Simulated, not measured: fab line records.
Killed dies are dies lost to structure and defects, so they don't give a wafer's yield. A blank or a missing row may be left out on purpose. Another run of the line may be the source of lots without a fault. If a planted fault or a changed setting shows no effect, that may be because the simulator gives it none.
The same fault as seen by 2 desks | flow berkeleyCmos170 | every desk sees just its own numbers, and what lay behind them comes last

== AT THE TOOL OWNER'S DESK: rtpAnneal-01 ==
Per lot that ran on this tool, the mean of the sampled wafers carrying a number, from the tool's own readings at UCB170_SILICIDE_RTA_04 (time 15 s). If a lot's mean is further than 4 standard deviations from the usual mean, the lot is out of limits and carries the mark OUT (the distance appears in the brackets).
Columns: A = lampPowerPct at UCB170_SILICIDE_RTA_04, usual 9.7 %; B = wafer_temp_C_max at UCB170_SILICIDE_RTA_04, usual 652.1
lot  | first seen here | A   | B
L774 | day 8 23:40     | 8.8 | 652.2
L778 | day 10 07:38    | 8.7 | 651.9
L783 | day 11 06:32    | 8.8 | 652.0
L784 | day 11 10:10    | 8.8 | 651.9
L785 | day 11 11:17    | 8.8 | 651.7
This desk found nothing out of limits on any of the 5 lots.

== METROLOGY DESK ==
What the gauges read, lot by lot, whatever tool the lot ran on: means of the sampled wafers that have a number. If a lot's mean is further than 4 standard deviations from the usual mean, the lot is out of limits and carries the mark OUT (the distance appears in the brackets). It has 12 readings; the 7 that lie furthest out on some lot are the ones shown.
Columns: A = PSD_RS at UCB170_SDANNEAL_RS_MEAS_02, usual 75.56 ohm/sq; B = NSD_RS at UCB170_SDANNEAL_RS_MEAS_03, usual 37.26 ohm/sq; C = PLDD_RS at UCB170_SDANNEAL_RS_MEAS_04, usual 1032 ohm/sq; D = NLDD_RS at UCB170_SDANNEAL_RS_MEAS_05, usual 616.8 ohm/sq; E = SILICIDE_TI_THK at UCB170_SILICIDE_THK_MEAS_03, usual 30.0 nm; F = CONTACT_OVL at UCB170_CONTACT_OVL_MEAS_16, usual 0 nm; G = cdNm at UCB170_CONTACT_CD_MEAS_90, usual 700.2 nm
lot  | first seen here | A     | B     | C    | D     | E    | F | G
L774 | day 8 22:53     | 75.59 | 37.33 | 1034 | 616.5 | 30.2 | 6 | 697.3
L778 | day 10 06:53    | 75.30 | 37.38 | 1028 | 619.1 | 30.3 | 7 | 699.2
L783 | day 11 05:48    | 75.62 | 37.36 | 1033 | 615.9 | 29.8 | 2 | 699.2
L784 | day 11 09:25    | 75.91 | 37.34 | 1033 | 615.6 | 29.7 | 2 | 700.3
L785 | day 11 10:32    | 75.34 | 37.27 | 1033 | 616.0 | 29.4 | 8 | 701.3
L788 | day 12 16:12    | 75.58 | 37.36 | 1032 | 616.8 | 30.1 | 4 | 698.5
This desk found nothing out of limits on any of the 6 lots.

== ALL TOGETHER ==
The tool owner's desk saw nothing out of limits.
From the metrology desk's view, nothing was out of limits.

== WHAT WAS PUT IN BY THE SIMULATOR ==
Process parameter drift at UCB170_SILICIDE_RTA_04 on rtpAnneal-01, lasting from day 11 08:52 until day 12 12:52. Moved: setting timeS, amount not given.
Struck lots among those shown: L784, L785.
